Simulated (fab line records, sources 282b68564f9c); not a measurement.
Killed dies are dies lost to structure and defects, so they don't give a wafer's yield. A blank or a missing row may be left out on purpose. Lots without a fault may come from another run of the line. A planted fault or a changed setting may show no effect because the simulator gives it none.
A struck lot beside a sound one | flow rit_cmos | 23 steps out of a route of 202
Sound: wafers L819.2, L819.5, L819.6. Struck: wafers L816.2, L816.3, L816.6. The cause comes at the end.
At each step with rows: each side's tool, then ch and its chambers, then its first start. Under that, the readings that differ: sound wafers | struck wafers | difference of the means | sigmas: that difference in standard deviations of wafers without a fault.
alike: readings whose means differ by less than 2 such deviations, and words and numbers that are the same on both sides. not compared: withheld readings, readings that some wafer has no value for, bounds like >300 that may hide the same value, and numbers for which the record gives no deviation and whose values overlap.
The two part at a step that has a row with sigmas, a row that says differs or no value, or rows on one side only. Numbers that don't overlap but have no deviation are shown without sigmas and don't part them. A reading that every wafer of one side lacks parts them only if that side has two wafers or more.

RIT_CONTACT_CD_MEAS_08: target cd 1000 nm.
  sound on cd_sem-02, day 5 21:55; struck on cd_sem-02, day 5 09:05
  alike: cd_nm
RIT_CONTACT_OVL_MEAS_09:
  sound on overlay-02, day 5 22:01; struck on overlay-02, day 5 09:11
  alike: CONTACT_OVL
then, 1 step without rows for these wafers: RIT_CONTACT_HARDBAKE_10 (time 60 s).
RIT_CONTACT_ETCH_11: etches SiO2 in CHF3/CF4/Ar, stops on TiSi2, target depth 480 nm, time 320 s.
  sound on rie_diel-04 ch 1,2,3, day 5 22:11; struck on rie_diel-04 ch 0,1,2, day 5 09:22
  alike: drypump_motor_current_A, oes_product_au, throttle_valve_pct
  not compared: rf_hours_counter_h
RIT_CONTACT_STRIP_12: strips in O2, time 180 s.
  sound on plasma_asher-01 ch 0,1, day 5 22:23; struck on plasma_asher-03 ch 0,1, day 5 09:34
  alike: drypump_motor_current_A
  not compared: rf_hours_counter_h
RIT_CONTACT_CD_MEAS_90: target cd 1000 nm.
  sound on cd_sem-02, day 5 22:35; struck on cd_sem-01, day 5 09:46
  alike: cd_nm
then, 2 steps without rows for these wafers: RIT_CONTACT_CLEAN_13 (cleans in SC1, time 600 s); RIT_CONTACT_CLEAN_14 (cleans in SC2, time 600 s).
RIT_M1_SPUTTER_00: material Al, target thk 400 nm, time 500 s.
  sound on pvd_sputter-03, day 5 23:04; struck on pvd_sputter-01, day 5 10:14
  alike: cathode_dc_power_W, throttle_valve_pct
RIT_M1_RS_MEAS_01: measures by four-point-probe.
  sound on film_metro-04, day 5 23:23; struck on film_metro-04, day 5 10:32
  alike: M1_AL_RS
RIT_M1_THK_MEAS_02: measures by xrf.
  sound on film_metro-04, day 5 23:29; struck on film_metro-04, day 5 10:39
  alike: M1_AL_THK
then, 1 step without rows for these wafers: RIT_M1_HMDS_03 (prime time 60 s).
RIT_M1_COAT_04: resist thk 1300 nm.
  sound on litho_track-03 ch 0, day 5 23:43; struck on litho_track-04 ch 0, day 5 10:53
  reading                                 | sound                | struck               | difference | sigmas
  spin_speed_rpm (rpm)                    | 2001.5 2000.9 2000.7 | 1613.6 1616.9 1615.6 | -385.7     | -99 or more
  model.NOVOLAK_of_M1_COAT_04.thk_nm (nm) | 1302 1302 1300       | 1445 1449 1446       | +145       |
then, 4 steps without rows for these wafers: RIT_M1_SOFTBAKE_05 (time 60 s); RIT_M1_EXPOSE_06 (exposes mask M12, target cd 2600 nm); RIT_M1_PEB_07; RIT_M1_DEVELOP_08 (develop time 68 s).
RIT_M1_CD_MEAS_09: target cd 2600 nm.
  sound on cd_sem-02, day 6 00:34; struck on cd_sem-02, day 5 11:36
  reading    | sound                | struck               | difference | sigmas
  cd_nm (nm) | 2598.6 2597.7 2598.6 | 2612.2 2612.7 2613.1 | +14.4      | +6
RIT_M1_OVL_MEAS_10:
  sound on overlay-01, day 6 00:40; struck on overlay-02, day 5 11:43
  alike: M1_OVL
then, 1 step without rows for these wafers: RIT_M1_HARDBAKE_11 (time 120 s).
RIT_M1_METAL_ETCH_12: etches Al in Cl2/BCl3, stops on SiO2, time 165 s, target depth 600 nm.
  sound on rie_metal-03 ch 0,1, day 6 00:57; struck on rie_metal-03 ch 1, day 5 11:59
  reading                                 | sound             | struck            | difference | sigmas
  model.NOVOLAK_of_M1_COAT_04.thk_nm (nm) | 803.4 812.5 799.9 | 935.1 938.9 935.7 | +131.3     |
  alike: drypump_motor_current_A, oes_product_au, throttle_valve_pct
  not compared: rf_hours_counter_h
then, 1 step without rows for these wafers: RIT_M1_STRIP_13 (strips in nmp, time 600 s).
RIT_M1_PROBE_99:
  sound on prober-01, day 6 03:43; struck on prober-02, day 5 14:28
  alike: defect_limited_yield, killed_at_front_end, killed_dies, killed_open, killed_short, sort_bin_3_pad_short, sort_bin_5_function, sort_bin_6_memory, sort_n_pass, sort_yield_pct

WHERE THEY PART
First at RIT_M1_COAT_04; last, within this record, at RIT_M1_CD_MEAS_09. Later steps at which nothing parts them and some readings are alike: RIT_M1_OVL_MEAS_10, RIT_M1_METAL_ETCH_12, RIT_M1_PROBE_99.

WHY: what the simulator had put in
Process parameter drift: litho_track-04, from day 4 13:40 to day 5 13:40, at RIT_M1_COAT_04. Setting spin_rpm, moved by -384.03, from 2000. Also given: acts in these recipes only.
